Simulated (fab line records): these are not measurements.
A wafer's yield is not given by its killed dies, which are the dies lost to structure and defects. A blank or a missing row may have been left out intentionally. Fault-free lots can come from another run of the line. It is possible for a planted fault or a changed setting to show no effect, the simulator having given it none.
Check for tools in common    flow berkeleyCmos170    16 lots, 48 wafers sampled

## REASON FOR OPENING
Of 16 lots, 4 have the reading GATE_OVL flagged at UCB170_GATE_OVL_MEAS_13. No-fault wafers: 3 nm, standard deviation 5.7.
Rule: a lot is flagged when every wafer of it that has a number lies more than 4 standard deviations from that mean, or none has a number. The other lots count as sound.

lot   measured      on          GATE_OVL (nm), wafer by wafer  flag
L336  day 5 23:56   overlay-01  12 11 7                        
L335  day 6 00:07   overlay-01  -3 -2 2                        
L338  day 6 06:12   overlay-02  -8 -3 -3                       
L337  day 6 06:26   overlay-02  1 5 10                         
L339  day 6 13:35   overlay-01  -1 3 -5                        
L340  day 6 13:47   overlay-02  9 9 8                          
L341  day 6 14:01   overlay-01  -2 -2 -5                       
L343  day 7 07:50   overlay-02  11 14 17                       
L342  day 7 08:05   overlay-02  7 8 8                          
L345  day 8 02:41   overlay-01  -133 -130 -128                 FLAGGED
L348  day 8 11:19   overlay-01  11 8 8                         
L347  day 8 11:27   overlay-01  -126 -121 -129                 FLAGGED
L349  day 9 05:42   overlay-02  -135 -134 -135                 FLAGGED
L350  day 9 05:59   overlay-02  -120 -120 -130                 FLAGGED
L352  day 9 10:52   overlay-01  8 -4 7                         
L355  day 10 05:41  overlay-02  14 10 13                       
The numbers of the flagged lots are -128 nm on average: -131 nm against the usual, or -23 standard deviations.

## WHICH TOOL EACH LOT WENT THROUGH
The record holds 1 process step before the reading, out of a route of 331 steps. Each cell gives the tool, then ch followed by the chambers the sampled wafers passed through, then the start.
lot   flag     UCB170_GATE_EXPOSE_09
L336           krfScanner-02 ch 0, day 5 22:56
L335           krfScanner-02 ch 0, day 5 23:01
L338           krfScanner-01 ch 0, day 6 05:41
L337           krfScanner-02 ch 0, day 6 05:56
L339           krfScanner-01 ch 0, day 6 13:03
L340           krfScanner-02 ch 0, day 6 13:16
L341           krfScanner-01 ch 0, day 6 13:31
L343           krfScanner-02 ch 0, day 7 07:20
L342           krfScanner-01 ch 0, day 7 07:34
L345  FLAGGED  krfScanner-01 ch 0, day 8 02:10
L348           krfScanner-02 ch 0, day 8 10:39
L347  FLAGGED  krfScanner-01 ch 0, day 8 10:55
L349  FLAGGED  krfScanner-01 ch 0, day 9 04:56
L350  FLAGGED  krfScanner-01 ch 0, day 9 05:27
L352           krfScanner-02 ch 0, day 9 10:17
L355           krfScanner-02 ch 0, day 10 05:11
What these steps do:
- UCB170_GATE_EXPOSE_09: exposes mask POLY, target cd 350 nm.
- UCB170_GATE_OVL_MEAS_13

## FLAGGED AGAINST TOTAL, ONE TOOL AT A TIME (gauges that did the reading follow at the end)
step                     tool           lots run  flagged  share of the flagged lots  sound lots run after its first flagged lot
UCB170_GATE_EXPOSE_09    krfScanner-01  8         4        all                        0
UCB170_GATE_EXPOSE_09    krfScanner-02  8         0        none                       -
UCB170_GATE_OVL_MEAS_13  overlay-01     8         2        some                       2 (L348,L352)
UCB170_GATE_OVL_MEAS_13  overlay-02     8         2        some                       1 (L355)

## THE TABLE: WHAT IT ALLOWS
All flagged lots share 1 row of the table, namely krfScanner-01 at UCB170_GATE_EXPOSE_09.
- krfScanner-01 at UCB170_GATE_EXPOSE_09 ran 8 lots, 4 of them flagged. It ran its last sound lot, L342, at day 7 07:34 and its first flagged lot, L345, at day 8 02:10: a fault with its onset between the two fits.
krfScanner-01 at UCB170_GATE_EXPOSE_09 is the single tool remaining.

## WHAT HAD BEEN PUT IN BY THE SIMULATOR
Scanner matching overlay: krfScanner-01, from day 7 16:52 on, at UCB170_GATE_EXPOSE_09. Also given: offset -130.
Struck lots among those shown: L345, L347, L349, L350. The rule above reached the same finding.
